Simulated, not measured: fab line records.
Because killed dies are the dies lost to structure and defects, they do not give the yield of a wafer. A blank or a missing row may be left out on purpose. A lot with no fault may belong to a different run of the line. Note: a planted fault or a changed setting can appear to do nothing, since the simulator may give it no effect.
fab line records / flow rit_cmos
record: lots: 6 wafers: 18 last_day: 8
route steps=202 shown NSD@139 PSD@142 M1@202
lots with no fault: from the same line, run without faults
start_h: the number of hours between the record's first day and the start of the first shown wafer of the lot / wait_h: hours since the lot's step before / " the same as in the row above / L1.1+2: a single row standing in for several wafers / - no value present, or no start provided / * or withheld: withheld / < > ~ a bound
route shown NAME@n: NAME is a module with steps in the file, n the number in the route of the first one / usual: mean/standard deviation of fault-free wafers / same: alike in all rows / chamber/n: place in a boat / sites: each site's reading / _std_site: the values' standard deviation / _edge_site: outer sites' mean less inner sites' / radius_mm: how far each site lies from the wafer's centre / mask NAME#n: copy n / behind: the tool/chamber that last shaped the wafer / hold: what put the lot on hold/how long, in hours/how the hold closed / device: transistor that didn't switch, given as n, p or np / end of line: the tests these same wafers got at the end of their route / step lacking rows: just its recipe / killed: dies lost to structure and defects at the first sort, not the wafer's yield / map: shows each die of a wafer: x if killed, . if not, _ if none is there
set.NAME: the setting the step ran with; set.NAME@STEP: the setting that earlier step ran with / model.NAME: the simulator's own value behind a step, which no gauge read
lots at selected steps of the route; one table per step, one row per wafer
services: when a tool's chamber went out of use (start_h, in hours from the record's first day, below 0 if earlier), for how many hours, and the reason
== steps ==
step: RIT_NSD_IMPLANT_08
recipe: species: P energy_kev: 25 dose_cm2: 1e+15 tilt_deg: 7
step: RIT_NSD_STRIP_09
recipe: chemistry: O2 time_s: 180 resist: NOVOLAK platen_temp_c: withheld power_w: 500 pressure_mtorr: 4000 o2_flow_sccm: 4000
usual: chamber_pressure_mTorr: 4000/3.5 drypump_motor_current_A: 5.7/0.38
lot.wafer=L862.1 tool=plasma_asher-03 chamber=1 start_h=78.98 wait_h=0.1 chamber_pressure_mTorr=3996 drypump_motor_current_A=5.4 rf_hours_counter_h=39
lot.wafer=L862.2 tool=plasma_asher-03 chamber=0 start_h=78.98 wait_h=0.1 chamber_pressure_mTorr=3999 drypump_motor_current_A=6.2 rf_hours_counter_h=39
lot.wafer=L862.6 tool=plasma_asher-03 chamber=0 start_h=78.98 wait_h=0.1 chamber_pressure_mTorr=4004 drypump_motor_current_A=6.3 rf_hours_counter_h=-
lot.wafer=L866.2 tool=plasma_asher-03 chamber=1 start_h=100.15 wait_h=0.1 chamber_pressure_mTorr=4004 drypump_motor_current_A=5.5 rf_hours_counter_h=42
lot.wafer=L866.4 tool=plasma_asher-03 chamber=1 start_h=100.15 wait_h=0.1 chamber_pressure_mTorr=4002 drypump_motor_current_A=5.5 rf_hours_counter_h=-
lot.wafer=L866.6 tool=plasma_asher-03 chamber=1 start_h=100.15 wait_h=0.1 chamber_pressure_mTorr=3998 drypump_motor_current_A=5.5 rf_hours_counter_h=-
lot.wafer=L873.1 tool=plasma_asher-01 chamber=1 start_h=145.05 wait_h=0.1 chamber_pressure_mTorr=4000 drypump_motor_current_A=5.7 rf_hours_counter_h=36
lot.wafer=L873.3 tool=plasma_asher-01 chamber=1 start_h=145.05 wait_h=0.1 chamber_pressure_mTorr=4001 drypump_motor_current_A=5.7 rf_hours_counter_h=-
lot.wafer=L873.4 tool=plasma_asher-01 chamber=0 start_h=145.05 wait_h=0.1 chamber_pressure_mTorr=3997 drypump_motor_current_A=5.1 rf_hours_counter_h=-
lot.wafer=L874.2 tool=plasma_asher-01 chamber=0 start_h=149.89 wait_h=0.1 chamber_pressure_mTorr=4001 drypump_motor_current_A=5.1 rf_hours_counter_h=37
lot.wafer=L874.4 tool=plasma_asher-01 chamber=0 start_h=149.89 wait_h=0.1 chamber_pressure_mTorr=4000 drypump_motor_current_A=5.1 rf_hours_counter_h=-
lot.wafer=L874.5 tool=plasma_asher-01 chamber=1 start_h=149.89 wait_h=0.1 chamber_pressure_mTorr=3995 drypump_motor_current_A=5.7 rf_hours_counter_h=-
lot.wafer=L877.1 tool=plasma_asher-04 chamber=0 start_h=164.41 wait_h=0.1 chamber_pressure_mTorr=4002 drypump_motor_current_A=5.9 rf_hours_counter_h=53
lot.wafer=L877.2 tool=plasma_asher-04 chamber=1 start_h=164.41 wait_h=0.1 chamber_pressure_mTorr=3997 drypump_motor_current_A=5.7 rf_hours_counter_h=53
lot.wafer=L877.3 tool=plasma_asher-04 chamber=1 start_h=164.41 wait_h=0.1 chamber_pressure_mTorr=4001 drypump_motor_current_A=5.7 rf_hours_counter_h=-
lot.wafer=L878.2 tool=plasma_asher-03 chamber=1 start_h=170.76 wait_h=0.1 chamber_pressure_mTorr=3996 drypump_motor_current_A=5.5 rf_hours_counter_h=49
lot.wafer=L878.4 tool=plasma_asher-03 chamber=0 start_h=170.76 wait_h=0.1 chamber_pressure_mTorr=3995 drypump_motor_current_A=6.3 rf_hours_counter_h=-
lot.wafer=L878.5 tool=plasma_asher-03 chamber=0 start_h=170.76 wait_h=0.1 chamber_pressure_mTorr=4000 drypump_motor_current_A=6.2 rf_hours_counter_h=-
step: RIT_NSD_TW_MEAS_10
usual: NSD_TW: 3112/23
lot.wafer=L862.1 tool=film_metro-02 chamber=- start_h=79.16 wait_h=0.1 NSD_TW=3159
lot.wafer=L862.2 tool=film_metro-02 chamber=- start_h=79.16 wait_h=0.1 NSD_TW=3161
lot.wafer=L862.6 tool=film_metro-02 chamber=- start_h=79.16 wait_h=0.1 NSD_TW=3167
lot.wafer=L866.2 tool=film_metro-02 chamber=- start_h=100.34 wait_h=0.1 NSD_TW=3124
lot.wafer=L866.4 tool=film_metro-02 chamber=- start_h=100.34 wait_h=0.1 NSD_TW=3150
lot.wafer=L866.6 tool=film_metro-02 chamber=- start_h=100.34 wait_h=0.1 NSD_TW=3139
lot.wafer=L873.1 tool=film_metro-02 chamber=- start_h=145.23 wait_h=0.1 NSD_TW=3153
lot.wafer=L873.3 tool=film_metro-02 chamber=- start_h=145.23 wait_h=0.1 NSD_TW=3150
lot.wafer=L873.4 tool=film_metro-02 chamber=- start_h=145.23 wait_h=0.1 NSD_TW=3148
lot.wafer=L874.2 tool=film_metro-04 chamber=- start_h=150.08 wait_h=0.1 NSD_TW=3109
lot.wafer=L874.4 tool=film_metro-04 chamber=- start_h=150.08 wait_h=0.1 NSD_TW=3114
lot.wafer=L874.5 tool=film_metro-04 chamber=- start_h=150.08 wait_h=0.1 NSD_TW=3113
lot.wafer=L877.1 tool=film_metro-02 chamber=- start_h=164.59 wait_h=0.1 NSD_TW=3154
lot.wafer=L877.2 tool=film_metro-02 chamber=- start_h=164.59 wait_h=0.1 NSD_TW=3145
lot.wafer=L877.3 tool=film_metro-02 chamber=- start_h=164.59 wait_h=0.1 NSD_TW=3170
lot.wafer=L878.2 tool=film_metro-04 chamber=- start_h=170.94 wait_h=0.1 NSD_TW=3116
lot.wafer=L878.4 tool=film_metro-04 chamber=- start_h=170.94 wait_h=0.1 NSD_TW=3118
lot.wafer=L878.5 tool=film_metro-04 chamber=- start_h=170.94 wait_h=0.1 NSD_TW=3106
step: RIT_PSD_HMDS_00
recipe: prime_time_s: 60 prime_temp_c: 140
step: RIT_PSD_COAT_01
recipe: resist: NOVOLAK spin_rpm: 3250 resist_thk_nm: 1000
step: RIT_PSD_SOFTBAKE_02
recipe: resist: NOVOLAK temp_c: 90 time_s: 60
step: RIT_PSD_EXPOSE_03
recipe: mask_id: M10 na: 0.57 target_cd_nm: 40900 dose_mj: 250
step: RIT_PSD_PEB_04
recipe: resist: NOVOLAK temp_c: withheld time_s: withheld
step: RIT_PSD_DEVELOP_05
recipe: resist: NOVOLAK develop_time_s: 50 dev_temp_c: 23
step: RIT_PSD_OVL_MEAS_06
usual: PSD_OVL: -0.4/1.3
lot.wafer=L862.1 tool=overlay-02 chamber=- start_h=80.24 wait_h=- PSD_OVL[nm]=1.4
lot.wafer=L862.2 tool=overlay-02 chamber=- start_h=80.24 wait_h=- PSD_OVL[nm]=-0.5
lot.wafer=L862.6 tool=overlay-02 chamber=- start_h=80.24 wait_h=- PSD_OVL[nm]=-0.2
lot.wafer=L866.2 tool=overlay-01 chamber=- start_h=101.37 wait_h=- PSD_OVL[nm]=-1.2
lot.wafer=L866.4 tool=overlay-01 chamber=- start_h=101.37 wait_h=- PSD_OVL[nm]=-2.3
lot.wafer=L866.6 tool=overlay-01 chamber=- start_h=101.37 wait_h=- PSD_OVL[nm]=-0.5
lot.wafer=L873.1 tool=overlay-02 chamber=- start_h=146.14 wait_h=- PSD_OVL[nm]=0.6
lot.wafer=L873.3 tool=overlay-02 chamber=- start_h=146.14 wait_h=- PSD_OVL[nm]=-1.6
lot.wafer=L873.4 tool=overlay-02 chamber=- start_h=146.14 wait_h=- PSD_OVL[nm]=-2.4
lot.wafer=L874.2 tool=overlay-01 chamber=- start_h=151.11 wait_h=- PSD_OVL[nm]=-1.9
lot.wafer=L874.4 tool=overlay-01 chamber=- start_h=151.11 wait_h=- PSD_OVL[nm]=-1.4
lot.wafer=L874.5 tool=overlay-01 chamber=- start_h=151.11 wait_h=- PSD_OVL[nm]=-1.5
lot.wafer=L877.1 tool=overlay-02 chamber=- start_h=165.62 wait_h=- PSD_OVL[nm]=-2.9
lot.wafer=L877.2 tool=overlay-02 chamber=- start_h=165.62 wait_h=- PSD_OVL[nm]=0.6
lot.wafer=L877.3 tool=overlay-02 chamber=- start_h=165.62 wait_h=- PSD_OVL[nm]=-1.3
lot.wafer=L878.2 tool=overlay-01 chamber=- start_h=172.14 wait_h=- PSD_OVL[nm]=0.5
lot.wafer=L878.4 tool=overlay-01 chamber=- start_h=172.14 wait_h=- PSD_OVL[nm]=1.0
lot.wafer=L878.5 tool=overlay-01 chamber=- start_h=172.14 wait_h=- PSD_OVL[nm]=1.5
step: RIT_PSD_HARDBAKE_07
recipe: resist: NOVOLAK temp_c: 140 time_s: 60
step: RIT_PSD_IMPLANT_08
recipe: species: BF2 energy_kev: 26.6 dose_cm2: 5e+15 tilt_deg: 7
step: RIT_PSD_STRIP_09
recipe: chemistry: O2 time_s: 180 resist: NOVOLAK platen_temp_c: withheld power_w: 500 pressure_mtorr: 4000 o2_flow_sccm: 4000
usual: chamber_pressure_mTorr: 4000/3.8 drypump_motor_current_A: 5.8/0.47
lot.wafer=L862.1 tool=plasma_asher-03 chamber=1 start_h=80.85 wait_h=0.1 chamber_pressure_mTorr=3995 drypump_motor_current_A=5.5 rf_hours_counter_h=39 model.NOVOLAK_of_PSD_COAT_01.thk_nm=0
lot.wafer=L862.2 tool=plasma_asher-03 chamber=0 start_h=80.85 wait_h=0.1 chamber_pressure_mTorr=4003 drypump_motor_current_A=6.3 rf_hours_counter_h=39 model.NOVOLAK_of_PSD_COAT_01.thk_nm=0
lot.wafer=L862.6 tool=plasma_asher-03 chamber=1 start_h=80.85 wait_h=0.1 chamber_pressure_mTorr=4000 drypump_motor_current_A=5.5 rf_hours_counter_h=- model.NOVOLAK_of_PSD_COAT_01.thk_nm=0
lot.wafer=L866.2 tool=plasma_asher-04 chamber=0 start_h=101.70 wait_h=0.1 chamber_pressure_mTorr=3993 drypump_motor_current_A=5.9 rf_hours_counter_h=46 model.NOVOLAK_of_PSD_COAT_01.thk_nm=0
lot.wafer=L866.4 tool=plasma_asher-04 chamber=0 start_h=101.70 wait_h=0.1 chamber_pressure_mTorr=4000 drypump_motor_current_A=5.9 rf_hours_counter_h=- model.NOVOLAK_of_PSD_COAT_01.thk_nm=0
lot.wafer=L866.6 tool=plasma_asher-04 chamber=0 start_h=101.70 wait_h=0.1 chamber_pressure_mTorr=3995 drypump_motor_current_A=5.9 rf_hours_counter_h=- model.NOVOLAK_of_PSD_COAT_01.thk_nm=0
lot.wafer=L873.1 tool=plasma_asher-04 chamber=0 start_h=146.47 wait_h=0.1 chamber_pressure_mTorr=- drypump_motor_current_A=- rf_hours_counter_h=- model.NOVOLAK_of_PSD_COAT_01.thk_nm=882.2
lot.wafer=L873.3 tool=plasma_asher-04 chamber=1 start_h=146.47 wait_h=0.1 chamber_pressure_mTorr=- drypump_motor_current_A=- rf_hours_counter_h=- model.NOVOLAK_of_PSD_COAT_01.thk_nm=882.1
lot.wafer=L873.4 tool=plasma_asher-04 chamber=0 start_h=146.47 wait_h=0.1 chamber_pressure_mTorr=- drypump_motor_current_A=- rf_hours_counter_h=- model.NOVOLAK_of_PSD_COAT_01.thk_nm=882.8
lot.wafer=L874.2 tool=plasma_asher-04 chamber=0 start_h=151.44 wait_h=0.1 chamber_pressure_mTorr=- drypump_motor_current_A=- rf_hours_counter_h=- model.NOVOLAK_of_PSD_COAT_01.thk_nm=883.1
lot.wafer=L874.4 tool=plasma_asher-04 chamber=0 start_h=151.44 wait_h=0.1 chamber_pressure_mTorr=- drypump_motor_current_A=- rf_hours_counter_h=- model.NOVOLAK_of_PSD_COAT_01.thk_nm=881.3
lot.wafer=L874.5 tool=plasma_asher-04 chamber=1 start_h=151.44 wait_h=0.1 chamber_pressure_mTorr=- drypump_motor_current_A=- rf_hours_counter_h=- model.NOVOLAK_of_PSD_COAT_01.thk_nm=882.8
lot.wafer=L877.1 tool=plasma_asher-02 chamber=1 start_h=165.96 wait_h=0.1 chamber_pressure_mTorr=3997 drypump_motor_current_A=6.6 rf_hours_counter_h=4 model.NOVOLAK_of_PSD_COAT_01.thk_nm=0
lot.wafer=L877.2 tool=plasma_asher-02 chamber=0 start_h=165.96 wait_h=0.1 chamber_pressure_mTorr=4001 drypump_motor_current_A=5.1 rf_hours_counter_h=4 model.NOVOLAK_of_PSD_COAT_01.thk_nm=0
lot.wafer=L877.3 tool=plasma_asher-02 chamber=0 start_h=165.96 wait_h=0.1 chamber_pressure_mTorr=4000 drypump_motor_current_A=5.1 rf_hours_counter_h=- model.NOVOLAK_of_PSD_COAT_01.thk_nm=0
lot.wafer=L878.2 tool=plasma_asher-03 chamber=0 start_h=172.47 wait_h=0.1 chamber_pressure_mTorr=4002 drypump_motor_current_A=6.2 rf_hours_counter_h=49 model.NOVOLAK_of_PSD_COAT_01.thk_nm=0
lot.wafer=L878.4 tool=plasma_asher-03 chamber=1 start_h=172.47 wait_h=0.1 chamber_pressure_mTorr=3995 drypump_motor_current_A=5.4 rf_hours_counter_h=- model.NOVOLAK_of_PSD_COAT_01.thk_nm=0
lot.wafer=L878.5 tool=plasma_asher-03 chamber=0 start_h=172.47 wait_h=0.1 chamber_pressure_mTorr=3997 drypump_motor_current_A=6.2 rf_hours_counter_h=- model.NOVOLAK_of_PSD_COAT_01.thk_nm=0
step: RIT_PSD_TW_MEAS_10
usual: PSD_TW: 3409/30
lot.wafer=L862.1 tool=film_metro-01 chamber=- start_h=81.02 wait_h=0.1 PSD_TW=3367
lot.wafer=L862.2 tool=film_metro-01 chamber=- start_h=81.02 wait_h=0.1 PSD_TW=3357
lot.wafer=L862.6 tool=film_metro-01 chamber=- start_h=81.02 wait_h=0.1 PSD_TW=3366
lot.wafer=L866.2 tool=film_metro-02 chamber=- start_h=101.88 wait_h=0.1 PSD_TW=3432
lot.wafer=L866.4 tool=film_metro-02 chamber=- start_h=101.88 wait_h=0.1 PSD_TW=3417
lot.wafer=L866.6 tool=film_metro-02 chamber=- start_h=101.88 wait_h=0.1 PSD_TW=3412
lot.wafer=L873.1 tool=film_metro-02 chamber=- start_h=146.65 wait_h=0.1 PSD_TW=3433
lot.wafer=L873.3 tool=film_metro-02 chamber=- start_h=146.65 wait_h=0.1 PSD_TW=3448
lot.wafer=L873.4 tool=film_metro-02 chamber=- start_h=146.65 wait_h=0.1 PSD_TW=3443
lot.wafer=L874.2 tool=film_metro-04 chamber=- start_h=151.63 wait_h=0.1 PSD_TW=3416
lot.wafer=L874.4 tool=film_metro-04 chamber=- start_h=151.63 wait_h=0.1 PSD_TW=3410
lot.wafer=L874.5 tool=film_metro-04 chamber=- start_h=151.63 wait_h=0.1 PSD_TW=3397
lot.wafer=L877.1 tool=film_metro-04 chamber=- start_h=166.13 wait_h=0.1 PSD_TW=3403
lot.wafer=L877.2 tool=film_metro-04 chamber=- start_h=166.13 wait_h=0.1 PSD_TW=3401
lot.wafer=L877.3 tool=film_metro-04 chamber=- start_h=166.13 wait_h=0.1 PSD_TW=3406
lot.wafer=L878.2 tool=film_metro-04 chamber=- start_h=172.65 wait_h=0.1 PSD_TW=3425
lot.wafer=L878.4 tool=film_metro-04 chamber=- start_h=172.65 wait_h=0.1 PSD_TW=3417
lot.wafer=L878.5 tool=film_metro-04 chamber=- start_h=172.65 wait_h=0.1 PSD_TW=3415
step: RIT_M1_PROBE_99
usual: killed_at_front_end: 7.0/2.8 killed_dies: 7.0/2.8 killed_on_rim: 2.0/1.4 killed_open: 3.4/1.9 killed_short: 3.6/2
same: gross_dies: 264 killed_at_M0_to_M3: 0 killed_at_M4_up: 0 killed_at_back_side: 0 killed_at_contacts: 0 killed_at_other: 0
lot.wafer=L862.1 tool=prober-01 chamber=- start_h=90.01 wait_h=0.1 hold=- killed_at_front_end=7 killed_dies=7 killed_on_rim=0 killed_open=3 killed_short=4
lot.wafer=L862.2 tool=prober-01 chamber=- start_h=90.06 wait_h=0.1 hold=- killed_at_front_end=9 killed_dies=9 killed_on_rim=5 killed_open=5 killed_short=4
lot.wafer=L862.6 tool=prober-01 chamber=- start_h=90.26 wait_h=0.2 hold=- killed_at_front_end=6 killed_dies=6 killed_on_rim=3 killed_open=4 killed_short=2
lot.wafer=L873.1 tool=prober-02 chamber=- start_h=154.89 wait_h=0.1 hold=await_dispo/6.5h/scrap killed_at_front_end=264 killed_dies=264 killed_on_rim=70 killed_open=4 killed_short=3
lot.wafer=L873.3 tool=prober-02 chamber=- start_h=154.99 wait_h=0.2 hold=await_dispo/6.5h/scrap killed_at_front_end=264 killed_dies=264 killed_on_rim=70 killed_open=2 killed_short=4
lot.wafer=L873.4 tool=prober-02 chamber=- start_h=155.04 wait_h=0.2 hold=await_dispo/6.5h/scrap killed_at_front_end=264 killed_dies=264 killed_on_rim=70 killed_open=7 killed_short=6
lot.wafer=L874.2 tool=prober-01 chamber=- start_h=159.49 wait_h=0.1 hold=await_dispo/2.1h/scrap killed_at_front_end=264 killed_dies=264 killed_on_rim=70 killed_open=4 killed_short=3
lot.wafer=L874.4 tool=prober-01 chamber=- start_h=159.59 wait_h=0.2 hold=await_dispo/2.1h/scrap killed_at_front_end=264 killed_dies=264 killed_on_rim=70 killed_open=2 killed_short=0
lot.wafer=L874.5 tool=prober-01 chamber=- start_h=159.64 wait_h=0.2 hold=await_dispo/2.1h/scrap killed_at_front_end=264 killed_dies=264 killed_on_rim=70 killed_open=2 killed_short=3
lot.wafer=L877.1 tool=prober-02 chamber=- start_h=174.11 wait_h=0.1 hold=- killed_at_front_end=6 killed_dies=6 killed_on_rim=0 killed_open=4 killed_short=2
lot.wafer=L877.2 tool=prober-02 chamber=- start_h=174.16 wait_h=0.1 hold=- killed_at_front_end=10 killed_dies=10 killed_on_rim=2 killed_open=5 killed_short=5
lot.wafer=L877.3 tool=prober-02 chamber=- start_h=174.21 wait_h=0.2 hold=- killed_at_front_end=11 killed_dies=11 killed_on_rim=4 killed_open=6 killed_short=5
lot.wafer=L878.2 tool=prober-02 chamber=- start_h=180.78 wait_h=0.1 hold=- killed_at_front_end=6 killed_dies=6 killed_on_rim=3 killed_open=4 killed_short=2
lot.wafer=L878.4 tool=prober-02 chamber=- start_h=180.88 wait_h=0.2 hold=- killed_at_front_end=8 killed_dies=8 killed_on_rim=3 killed_open=6 killed_short=2
lot.wafer=L878.5 tool=prober-02 chamber=- start_h=180.93 wait_h=0.2 hold=- killed_at_front_end=6 killed_dies=6 killed_on_rim=0 killed_open=1 killed_short=5
killed by level:class
L862.1 GATE:geometric_particle:short=3 FOX1:geometric_particle:short=1 FOX2:geometric_particle:open=1 GATE:geometric_particle:open=1 SILICIDE:geometric_particle:open=1
L862.2 GATE:geometric_particle:short=4 FOX1:geometric_particle:open=2 FOX2:geometric_particle:open=1 GATE:geometric_particle:open=1 SILICIDE:geometric_particle:open=1
L862.6 FOX2:geometric_particle:open=3 GATE:geometric_particle:short=1 REOX:geometric_particle:short=1 SPACER:geometric_particle:open=1
L873.1 SDANNEAL:area_rta=257 SILICIDE:geometric_particle:short=2 FOX1:geometric_particle:open=1 FOX1:geometric_particle:short=1 GATE:geometric_particle:open=1 REOX:geometric_particle:open=1 SPACER:geometric_particle:open=1
L873.3 SDANNEAL:area_rta=258 FOX2:geometric_particle:short=2 FOX1:geometric_particle:short=1 FOX2:geometric_particle:open=1 GATE:geometric_particle:short=1 SPACER:geometric_particle:open=1
L873.4 SDANNEAL:area_rta=251 SILICIDE:geometric_particle:short=3 FOX1:geometric_particle:open=2 GATE:geometric_particle:open=2 SPACER:geometric_particle:open=2 FOX2:geometric_particle:open=1 GATE:geometric_particle:short=1 REOX:geometric_particle:short=1
L874.2 SDANNEAL:area_rta=257 GATE:geometric_particle:open=2 SILICIDE:geometric_particle:short=2 FOX2:geometric_particle:open=1 REOX:geometric_particle:open=1 SPACER:geometric_particle:short=1
L874.4 SDANNEAL:area_rta=262 REOX:geometric_particle:open=1 SPACER:geometric_particle:open=1
L874.5 SDANNEAL:area_rta=259 SPACER:geometric_particle:short=2 GATE:geometric_particle:open=1 GATE:geometric_particle:short=1 SILICIDE:geometric_particle:open=1
L877.1 REOX:geometric_particle:open=3 GATE:geometric_particle:short=1 GATE:geometric_particle:open=1 SPACER:geometric_particle:short=1
L877.2 GATE:geometric_particle:open=3 GATE:geometric_particle:short=3 FOX1:geometric_particle:open=1 REOX:geometric_particle:short=1 REOX:geometric_particle:open=1 SILICIDE:geometric_particle:short=1
L877.3 GATE:geometric_particle:short=5 GATE:geometric_particle:open=3 FOX1:geometric_particle:open=2 REOX:geometric_particle:open=1
L878.2 GATE:geometric_particle:short=2 GATE:geometric_particle:open=2 REOX:geometric_particle:open=1 SPACER:geometric_particle:open=1
L878.4 SILICIDE:geometric_particle:open=4 GATE:geometric_particle:open=2 FOX1:geometric_particle:short=1 GATE:geometric_particle:short=1
L878.5 GATE:geometric_particle:short=3 FOX1:geometric_particle:short=1 FOX2:geometric_particle:short=1 SILICIDE:geometric_particle:open=1
map L873.1 (x killed, . not)
________xxxxxxx_______
_____xxxxxxxxxxxxx____
____xxxxxxxxxxxxxxx___
___xxxxxxxxxxxxxxxxx__
__xxxxxxxxxxxxxxxxxxx_
__xxxxxxxxxxxxxxxxxxx_
_xxxxxxxxxxxxxxxxxxxxx
_xxxxxxxxxxxxxxxxxxxxx
_xxxxxxxxxxxxxxxxxxxxx
_xxxxxxxxxxxxxxxxxxxxx
__xxxxxxxxxxxxxxxxxxx_
__xxxxxxxxxxxxxxxxxxx_
___xxxxxxxxxxxxxxxxx__
____xxxxxxxxxxxxxxx___
_____xxxxxxxxxxxxx____
________xxxxxxx_______
map L874.2 (x killed, . not)
________xxxxxxx_______
_____xxxxxxxxxxxxx____
____xxxxxxxxxxxxxxx___
___xxxxxxxxxxxxxxxxx__
__xxxxxxxxxxxxxxxxxxx_
__xxxxxxxxxxxxxxxxxxx_
_xxxxxxxxxxxxxxxxxxxxx
_xxxxxxxxxxxxxxxxxxxxx
_xxxxxxxxxxxxxxxxxxxxx
_xxxxxxxxxxxxxxxxxxxxx
__xxxxxxxxxxxxxxxxxxx_
__xxxxxxxxxxxxxxxxxxx_
___xxxxxxxxxxxxxxxxx__
____xxxxxxxxxxxxxxx___
_____xxxxxxxxxxxxx____
________xxxxxxx_______
== services ==
tool=plasma_asher-02 chamber=- start_h=108.75 hours=9.0 kind=pm
tool=plasma_asher-02 chamber=0 start_h=108.75 hours=11.4 kind=vent_cycle
tool=plasma_asher-02 chamber=1 start_h=108.75 hours=11.4 kind=vent_cycle
tool=plasma_asher-02 chamber=- start_h=116.00 hours=4.1 kind=repair
tool=plasma_asher-02 chamber=0 start_h=117.75 hours=- kind=clean
tool=plasma_asher-02 chamber=1 start_h=117.75 hours=- kind=clean
tool=plasma_asher-01 chamber=- start_h=132.24 hours=3.4 kind=repair
tool=plasma_asher-02 chamber=- start_h=149.27 hours=3.2 kind=repair
== key ==
first_sign: step: RIT_PSD_STRIP_09 reading: tool_record direction: missing
effect: step: RIT_M1_PROBE_99 reading: killed_at_front_end direction: up sigmas: 92 usual: 7.0 struck: 264
model_effect: step: RIT_PSD_STRIP_09 value: NOVOLAK_of_PSD_COAT_01.thk_nm without: 0 struck: 882.4
more_kills_born_at: RIT_SDANNEAL_RTA_03@rtp_anneal-01: 778 RIT_SDANNEAL_RTA_03@rtp_anneal-02: 766
met_at RIT_PSD_STRIP_09
struck_wafers L873.1,L873.3,L873.4,L874.2,L874.4,L874.5
later_rows_left_out L873.1,L873.3,L873.4,L874.2,L874.4,L874.5
tester_left_out L873,L874
onset_between 101.70 146.47
fault: kind: skipped_step_whole tool: plasma_asher-04 chamber: - onset_h: 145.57 steps: RIT_PSD_STRIP_09 scope: struck_lots_only
tester_left_out: of these lots the tester's yield and bins aren't shown, on N5 and GAA mostly nor the transistor test; their killed dies are dies lost to structure and defects alone, not to doping, threshold or leakage, so they don't give the yield
later_rows_left_out: the simulator's readings of these wafers behind a module that went badly wrong aren't trusted and aren't shown, but for the sort
